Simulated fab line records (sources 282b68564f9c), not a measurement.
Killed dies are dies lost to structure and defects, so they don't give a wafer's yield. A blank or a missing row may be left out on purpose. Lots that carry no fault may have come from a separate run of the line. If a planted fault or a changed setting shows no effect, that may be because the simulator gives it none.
The tool behind it: which one? / flow rit cmos / 14 lots with 42 wafers sampled at 3 steps, on a route of 202 steps

## WHAT THE GAUGES READ, wafer by wafer
RIT_SDANNEAL_RS_MEAS_06: measurement is done with a four-point probe. Usual: for PLDD_RS the level is 178.6 ohm/sq and the standard deviation is 0.46.
lot=L945; measured=day 3 18:49; on=film metro-01; PLDD_RS (ohm/sq)=179.2 179.2 178.7; flag=
lot=L946; measured=day 3 20:29; on=film metro-02; PLDD_RS (ohm/sq)=178.1 178.4 177.8; flag=
lot=L947; measured=day 4 09:43; on=film metro-01; PLDD_RS (ohm/sq)=178.3 178.6 177.8; flag=
lot=L948; measured=day 4 15:31; on=film metro-02; PLDD_RS (ohm/sq)=179.3 178.8 178.8; flag=
lot=L950; measured=day 4 18:56; on=film metro-03; PLDD_RS (ohm/sq)=178.2 178.3 178.4; flag=
lot=L951; measured=day 5 04:55; on=film metro-02; PLDD_RS (ohm/sq)=178.6 179.1 178.9; flag=
lot=L953; measured=day 5 11:08; on=film metro-01; PLDD_RS (ohm/sq)=178.5 179.1 178.9; flag=
lot=L952; measured=day 5 13:37; on=film metro-03; PLDD_RS (ohm/sq)=178.8 180.0 178.9; flag=
lot=L955; measured=day 5 18:25; on=film metro-03; PLDD_RS (ohm/sq)=179.2 178.2 179.2; flag=
lot=L956; measured=day 6 00:46; on=film metro-03; PLDD_RS (ohm/sq)=178.8 178.6 178.7; flag=
lot=L960; measured=day 6 21:24; on=film metro-01; PLDD_RS (ohm/sq)=178.9 178.6 178.9; flag=
lot=L958; measured=day 6 22:23; on=film metro-02; PLDD_RS (ohm/sq)=181.7 181.6 181.9 181.6 181.4 181.7; flag=OFF
lot=L959; measured=day 7 04:25; on=film metro-02; PLDD_RS (ohm/sq)=181.6 181.3 181.8 182.0 181.3 181.9; flag=OFF
lot=L966; measured=day 8 06:30; on=film metro-03; PLDD_RS (ohm/sq)=178.2 178.1 177.6; flag=

RIT_SDANNEAL_RS_MEAS_07: measurement is done with a four-point probe. Usual: for NLDD_RS the level is 151.5 ohm/sq and the standard deviation is 0.54.
lot=L945; measured=day 3 18:56; on=film metro-01; NLDD_RS (ohm/sq)=152.2 152.6 152.4; flag=
lot=L946; measured=day 3 20:36; on=film metro-02; NLDD_RS (ohm/sq)=151.8 150.9 150.7; flag=
lot=L947; measured=day 4 09:50; on=film metro-01; NLDD_RS (ohm/sq)=151.5 151.8 151.7; flag=
lot=L948; measured=day 4 15:38; on=film metro-02; NLDD_RS (ohm/sq)=151.2 151.3 150.9; flag=
lot=L950; measured=day 4 19:04; on=film metro-03; NLDD_RS (ohm/sq)=151.5 150.9 151.5; flag=
lot=L951; measured=day 5 05:02; on=film metro-02; NLDD_RS (ohm/sq)=151.3 151.2 151.0; flag=
lot=L953; measured=day 5 11:15; on=film metro-01; NLDD_RS (ohm/sq)=151.8 151.6 151.6; flag=
lot=L952; measured=day 5 13:44; on=film metro-03; NLDD_RS (ohm/sq)=151.3 151.5 151.2; flag=
lot=L955; measured=day 5 18:32; on=film metro-03; NLDD_RS (ohm/sq)=150.4 150.6 150.9; flag=
lot=L956; measured=day 6 00:53; on=film metro-03; NLDD_RS (ohm/sq)=152.1 152.0 151.6; flag=
lot=L960; measured=day 6 21:31; on=film metro-01; NLDD_RS (ohm/sq)=151.1 151.2 151.6; flag=
lot=L958; measured=day 7 00:20; on=film metro-02; NLDD_RS (ohm/sq)=151.3 151.2 151.3; flag=
lot=L959; measured=day 7 12:41; on=film metro-02; NLDD_RS (ohm/sq)=152.4 151.9 151.9; flag=
lot=L966; measured=day 8 06:37; on=film metro-03; NLDD_RS (ohm/sq)=151.8 151.7 151.2; flag=

## EACH LOT AND THE TOOL THAT RAN IT (in order: tool; ch and the chambers of the sampled wafers; start)
lot=L945; RIT_PLDD_IMPLANT_08=implanter-03 ch 0, day 3 10:34
lot=L946; RIT_PLDD_IMPLANT_08=implanter-03 ch 0, day 3 13:36
lot=L947; RIT_PLDD_IMPLANT_08=implanter-04 ch 0, day 4 01:49
lot=L948; RIT_PLDD_IMPLANT_08=implanter-01 ch 0, day 4 08:26
lot=L950; RIT_PLDD_IMPLANT_08=implanter-04 ch 0, day 4 12:30
lot=L951; RIT_PLDD_IMPLANT_08=implanter-01 ch 0, day 4 21:24
lot=L953; RIT_PLDD_IMPLANT_08=implanter-04 ch 0, day 5 04:22
lot=L952; RIT_PLDD_IMPLANT_08=implanter-03 ch 0, day 5 06:50
lot=L955; RIT_PLDD_IMPLANT_08=implanter-04 ch 0, day 5 11:25
lot=L956; RIT_PLDD_IMPLANT_08=implanter-04 ch 0, day 5 18:19
lot=L960; RIT_PLDD_IMPLANT_08=implanter-01 ch 0, day 6 14:53
lot=L958; RIT_PLDD_IMPLANT_08=implanter-03 ch 0, day 6 15:46
lot=L959; RIT_PLDD_IMPLANT_08=implanter-03 ch 0, day 6 21:50
lot=L966; RIT_PLDD_IMPLANT_08=implanter-01 ch 0, day 7 23:08
- RIT_PLDD_IMPLANT_08

## AS READ BY THE TOOLS THEMSELVES (means over the sampled wafers that have a number; for cases with no such wafer, the mark the record gives instead)
The record holds no such reading with a usual standard deviation.

## THE ANSWER, worked out from the rows above alone
Rule: lot off if the mean of its wafers having a number is beyond 3 standard deviations from the usual mean. A lot without any number at a reading at which 4 lots or more have one is off too. The other lots that the step has rows for count as sound. Order of review: gauges by route order, followed by the tools' own readings, for which a lot's mean as printed above is used. The first step at which some lot is off is used, and at that step the reading that is off furthest; a lot without a number counts as furthest.
Off: at RIT_SDANNEAL_RS_MEAS_06 (PLDD_RS), L958, L959.
A tool fits if, at a process step before that reading, it ran every lot that is off, and no sound lot after the first of them. The gauges at RIT_SDANNEAL_RS_MEAS_06 are tried like those tools. This does not decide it: 2 tools fit, namely implanter-03 at RIT_PLDD_IMPLANT_08 and film metro-02 at RIT_SDANNEAL_RS_MEAS_06.

## WHAT THE SIMULATOR HAD PUT IN
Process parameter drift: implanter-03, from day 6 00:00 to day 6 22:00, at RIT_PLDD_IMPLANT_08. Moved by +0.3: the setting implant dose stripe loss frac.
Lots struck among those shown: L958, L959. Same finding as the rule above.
